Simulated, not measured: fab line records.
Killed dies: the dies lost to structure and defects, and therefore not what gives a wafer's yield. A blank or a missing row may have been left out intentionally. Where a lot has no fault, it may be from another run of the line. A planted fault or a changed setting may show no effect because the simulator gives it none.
8D (eight disciplines) problem report, filled in by code :: flow ritCmos :: the parts of the form that need people (team, actions taken, sign-off) are left out

## 1. THE ISSUE
At RIT_M1_SPUTTER_00, chamberPressurePa averages 0.3748 Pa over 2 wafers from 2 lots, while fault-free wafers read 0.4000 Pa, standard deviation 0.00085. Relative to the usual mean, that is a shift of -30 standard deviations.
The step: material Al, target thk 400 nm, time 500 s.
First observed at day 6 13:32: wafer L629.4, on pvdSputter-01. Wafers with a number at this step in the record: 42, from 14 lots. The rule behind "out" and "out of limits": a value lying over 4 standard deviations away from the usual mean. All remaining wafers that have a number are taken as sound.

## 2. WHAT IT IS, WHAT IT ISN'T
question: which readings at this step
is: chamberPressurePa
is not: throttleValvePct

question: which lots
is: L629, L633
is not: L614, L616, L617, L619, L620, L621, L624, L625, L626, L628, L634, L636

question: which wafers of those lots
is: L629.4, L633.1
is not: L629.1, L629.5, L633.2, L633.3

question: read on which tools
is: pvdSputter-01
is not: pvdSputter-02, pvdSputter-03

question: when
is: from day 6 13:32
is not: up to then (32 sound wafers); but 8 sound wafers of L633, L634, L636 came after

## 3. THE SUSPECTS, EACH WITH WHAT RULES IT OUT
Counting: any tool at a process step up to the reading remains a suspect provided it ran every lot that is out. Sound lots after the first of them don't rule it out here, since some wafers of a struck lot are sound.
- pvdSputter-01 at RIT_M1_SPUTTER_00 (material Al, target thk 400 nm, time 500 s): kept. It processed each lot that is out (first: L629, day 6 13:32); up to then, its last sound lot is L626 (day 5 21:00). On those wafers its own readings are out: chamberPressurePa.
Left after counting: pvdSputter-01 at RIT_M1_SPUTTER_00.

## 4. THE CAUSE (what the simulator had put in)
Process parameter drift: pvdSputter-01, from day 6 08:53 on, at RIT_M1_SPUTTER_00. The setting chamberPressurePa was moved by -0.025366, starting from 0.4. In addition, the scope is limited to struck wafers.
After counting, this tool was the only one left.

## 5. THE EFFECT CHAIN, in route order
Rows list readings where the struck wafers' mean (over those with a number) sits beyond 3 standard deviations from the usual. Only readings for which the record gives a usual standard deviation are gone through. hours: the time from each lot's start at the first step in this table that gives one to its start at this step, as a median over the lots. sigmas: the change in usual standard deviations.
hours: 0
step: RIT_M1_SPUTTER_00
reading: chamberPressurePa
usual: 0.4000 Pa
on struck wafers: 0.3748
change: -0.0252
sigmas: -30
Process steps it contains:
- RIT_M1_SPUTTER_00: material Al, target thk 400 nm, time 500 s.

## 6. HOW IT WOULD HAVE BEEN CAUGHT EARLIER
First out-of-limits reading in this record: day 6 13:32, which is 5 hours after fault onset at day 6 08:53.
